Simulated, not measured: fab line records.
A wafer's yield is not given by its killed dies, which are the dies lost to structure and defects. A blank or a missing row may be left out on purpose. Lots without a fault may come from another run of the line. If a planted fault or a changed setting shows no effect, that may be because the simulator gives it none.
Comparing a struck lot with a sound one | flow ritCmos | 21 out of 202 route steps
Sound: the wafers L535.2, L535.5, L535.6. Wafers L542.2, L542.5, L542.6 were the ones struck. Last of all comes the cause.
Each step with rows lists, per side, the tool, then ch with its chambers, then its first start. Under that, the readings that differ: sound wafers | struck wafers | difference of the means | sigmas: that difference in standard deviations of wafers without a fault.
alike: same words and numbers on both sides, and readings whose means sit less than 2 such deviations apart. not compared: any withheld reading, any reading some wafer has no value for, any bound like >300 that may hide the same value, and any number with overlapping values for which the record gives no deviation.
Wherever a step has rows on one side only, a row that says differs or no value, or a row with sigmas, the two part there. Non-overlapping numbers with no deviation appear without sigmas and do not part them. A reading that every wafer of one side lacks parts them only if that side has two wafers or more.

first, 1 step without rows for these wafers: RIT_SILICIDE_WET_ETCH_00 (etches SiO2 in BOE, target depth 14 nm, time 15 s).
RIT_SILICIDE_SPUTTER_01: material Ti, target thk 30 nm, time 240 s.
  sound on pvdSputter-03 at day 3 21:37; struck on pvdSputter-01 at day 5 03:30
  alike: chamberPressurePa, substrateTempC, throttleValvePct
RIT_SILICIDE_RS_MEAS_02: the measuring method here is four-point-probe.
  sound on filmMetro-01 at day 3 21:47; struck on filmMetro-02 at day 5 03:40
  alike: SILICIDE_TI_RS
RIT_SILICIDE_THK_MEAS_03: measures by xrf.
  sound on filmMetro-01 at day 3 21:54; struck on filmMetro-02 at day 5 03:47
  alike: SILICIDE_TI_THK
RIT_SILICIDE_RTA_04: time 10 s, ramp up 5 s, ramp down 5 s.
  sound on rtpAnneal-01 ch 0, day 3 21:58; struck on rtpAnneal-02 ch 0, day 5 03:50
reading          | sound             | struck            | difference | sigmas
wafer_temp_C_max | 655.3 653.5 654.7 | 652.8 652.8 652.9 | -1.7       | -2
then, 1 step without rows for these wafers: RIT_SILICIDE_WET_ETCH_05 (etches Ti in SPM, time 120 s).
RIT_SILICIDE_RTA_06: time 10 s, ramp up 5 s, ramp down 10 s.
  sound on rtpAnneal-02 ch 0, day 3 22:04; struck on rtpAnneal-01 ch 0, day 5 03:57
  alike: wafer_temp_C_max
RIT_CONTACT_CVD_00: deposits SiO2 from TEOS, target thk 400 nm, time 61 s.
  sound on pecvd-02 ch 0,1, day 3 22:07; struck on pecvd-01 ch 0,1,2, day 5 04:00
  alike: heaterPowerW
RIT_CONTACT_THK_MEAS_01:
  sound on filmMetro-02 at day 3 22:11; struck on filmMetro-04 at day 5 04:04
  alike: CONTACT_TEOS_THK
then, 3 steps without rows for these wafers: RIT_CONTACT_HMDS_02 (prime time 60 s); RIT_CONTACT_COAT_03 (resist thk 1000 nm); RIT_CONTACT_SOFTBAKE_04 (time 60 s).
RIT_CONTACT_EXPOSE_05: exposes mask M11, target cd 1000 nm.
  sound on ilineStepper-02 ch 0, day 3 22:58; struck on ilineStepper-02 ch 0, day 5 04:35
reading           | sound                | struck               | difference | sigmas
exposureDoseMJCm2 | 250.10 249.35 249.75 | 235.58 235.29 235.32 | -14.34     | -57
  alike: mask, stageVelMmS
then, 2 steps without rows for these wafers: RIT_CONTACT_PEB_06; RIT_CONTACT_DEVELOP_07 (develop time 120 s).
RIT_CONTACT_CD_MEAS_08: the cd target is 1000 nm.
  sound on cdSem-02 at day 3 23:37; struck on cdSem-02 at day 5 05:06
reading   | sound             | struck            | difference | sigmas
cdNm (nm) | 999.5 999.6 998.6 | 987.4 984.9 986.3 | -13.0      | -5
RIT_CONTACT_OVL_MEAS_09:
  sound on overlay-01 at day 3 23:43; struck on overlay-02 at day 5 05:12
  alike: CONTACT_OVL
then, 1 step without rows for these wafers: RIT_CONTACT_HARDBAKE_10 (time 60 s).
RIT_CONTACT_ETCH_11: etches SiO2 in CHF3/CF4/Ar, stops on TiSi2, target depth 480 nm, time 320 s.
  sound on rieDiel-01 ch 1,3, day 4 00:01; struck on rieDiel-02 ch 0,1,3, day 5 05:23
reading                 | sound             | struck            | difference | sigmas
model.CONTACT.cdNm (nm) | 999.8 999.8 999.5 | 987.1 984.7 985.9 | -13.8      | 
  alike: drypumpMotorCurrentA, oesProductAu, throttleValvePct
  not compared: rfHoursCounterH
RIT_CONTACT_STRIP_12: strips in O2, time 180 s.
  sound on plasmaAsher-02 ch 0,1, day 4 00:13; struck on plasmaAsher-03 ch 0,1, day 5 05:35
reading                  | sound          | struck         | difference | sigmas
drypumpMotorCurrentA (A) | 5.3 5.0 5.3    | 6.2 6.6 6.2    | +1.1       | +2
o2FlowSccm (sccm)        | 3990 3988 3985 | 4012 4020 4015 | +28        | +2
  alike: rfReflPowerW
  not compared: rfHoursCounterH
RIT_M1_PROBE_99:
  sound on prober-01 at day 4 05:08; struck on prober-02 at day 5 10:28
reading                                | sound             | struck            | difference | sigmas
model.etest.contactToGate.bvLeftV (V)  | 91.1 92.29 92.8   | 93.84 93.84 95.01 | +2.17      | 
model.etest.contactToGate.bvRightV (V) | 91.24 92.26 90.08 | 96.21 93.78 94.21 | +3.54      | 
  alike: killedAtFrontEnd, killedDies, killedOpen, killedShort

WHERE THEY PART
Earliest at RIT_SILICIDE_RTA_04; latest, in this record, at RIT_CONTACT_STRIP_12. Later steps at which nothing parts them and some readings are alike: RIT_M1_PROBE_99.

WHY: whatever the simulator had introduced
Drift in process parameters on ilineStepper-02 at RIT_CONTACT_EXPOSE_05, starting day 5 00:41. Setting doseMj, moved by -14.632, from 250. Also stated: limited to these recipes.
